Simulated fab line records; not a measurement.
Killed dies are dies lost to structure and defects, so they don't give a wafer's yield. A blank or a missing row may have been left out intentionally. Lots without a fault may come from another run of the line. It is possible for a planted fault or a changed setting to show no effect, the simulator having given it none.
2 desks, one fault / flow berkeley_cmos170 / only its own numbers are on each desk; what lay behind them is given at the end

## FROM THE METROLOGY DESK
What the gauges read for every lot (on any tool): the sampled wafers with a number, averaged. If a lot's mean is further than 4 standard deviations from the usual mean, the lot is out of limits and carries the mark OUT (the distance appears in the brackets).
Columns: A = NWELL_OVL at UCB170_NWELL_OVL_MEAS_12, usual -1 nm; B = M1_AL_RS at UCB170_M1_RS_MEAS_01, usual 0.0484 ohm/sq; C = M1_AL_THK at UCB170_M1_THK_MEAS_02, usual 595 nm; D = cd_nm at UCB170_M3_CD_MEAS_90, usual 699.7 nm
lot=L543; first seen here=day 2 09:48; A=2; B=0.0486; C=593; D=700.4
lot=L545; first seen here=day 2 22:52; A=-2; B=0.0482; C=597; D=700.8
lot=L547; first seen here=day 3 04:02; A=-3; B=0.0478; C=605; D=697.6
lot=L549; first seen here=day 3 16:32; A=-6; B=0.0490; C=587; D=699.8
lot=L550; first seen here=day 3 20:04; A=-3; B=0.0480; C=598; D=697.0
lot=L552; first seen here=day 4 01:32; A=4; B=0.0310 (-32) OUT; C=923 (+46) OUT; D=-
lot=L553; first seen here=day 4 04:26; A=1; B=0.0309 (-32) OUT; C=923 (+46) OUT; D=-
lot=L554; first seen here=day 4 10:16; A=9; B=0.0488; C=585; D=698.3
lot=L557; first seen here=day 5 00:50; A=2; B=0.0477; C=604; D=700.3
lot=L559; first seen here=day 5 14:19; A=-1; B=0.0485; C=596; D=702.1
lot=L560; first seen here=day 5 21:37; A=-2; B=0.0490; C=588; D=702.8
lot=L561; first seen here=day 6 03:40; A=1; B=0.0484; C=590; D=701.9
lot=L562; first seen here=day 6 11:58; A=5; B=0.0486; C=589; D=701.6
lot=L564; first seen here=day 6 20:52; A=-0; B=0.0480; C=599; D=696.2
This desk finds L552, L553 out of limits, with the earliest case on L553 at day 8 17:08 (M1_AL_RS at UCB170_M1_RS_MEAS_01). In limits: L543, L545, L547, L549, L550, L554, L557, L559, L560, L561, L562, L564.

## THE TOOL OWNER'S DESK: pvd_sputter-04
The tool's own readings at UCB170_M1_SPUTTER_00 (material Al, target thk 600 nm, time 80 s): means of the sampled wafers that have a number, for each lot that ran on this tool. If a lot's mean is further than 4 standard deviations from the usual mean, the lot is out of limits and carries the mark OUT (the distance appears in the brackets).
Columns: A = cathode_dc_power_W at UCB170_M1_SPUTTER_00, usual 6000.0 W; B = throttle_valve_pct at UCB170_M1_SPUTTER_00, usual 30.3 %
lot=L545; first seen here=day 7 20:04; A=5999.7; B=29.0
lot=L550; first seen here=day 8 05:47; A=5999.4; B=29.9
lot=L547; first seen here=day 8 08:31; A=5999.9; B=29.0
lot=L553; first seen here=day 8 17:05; A=9270.8 (+99 or more) OUT; B=29.8
lot=L552; first seen here=day 8 21:47; A=9270.1 (+99 or more) OUT; B=29.8
This desk's verdict: out of limits on L552, L553, starting with L553 at day 8 17:05 (cathode_dc_power_W at UCB170_M1_SPUTTER_00). In limits: L545, L550, L547.

## BROUGHT TOGETHER
An alarm could have come from the tool owner's desk at day 8 17:05, on L552, L553.
On L552, L553, the metrology desk was in a position to raise an alarm at day 8 17:08.
On pvd_sputter-04, each named lot ran UCB170_M1_SPUTTER_00.

## WHAT HAD BEEN PUT IN BY THE SIMULATOR
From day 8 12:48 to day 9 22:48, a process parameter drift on pvd_sputter-04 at UCB170_M1_SPUTTER_00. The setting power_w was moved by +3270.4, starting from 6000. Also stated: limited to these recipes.
Shown lots that were struck: L552, L553.
Time in hours from fault onset to the first out-of-limits reading at each desk: tool owner's desk 4, metrology desk 4.
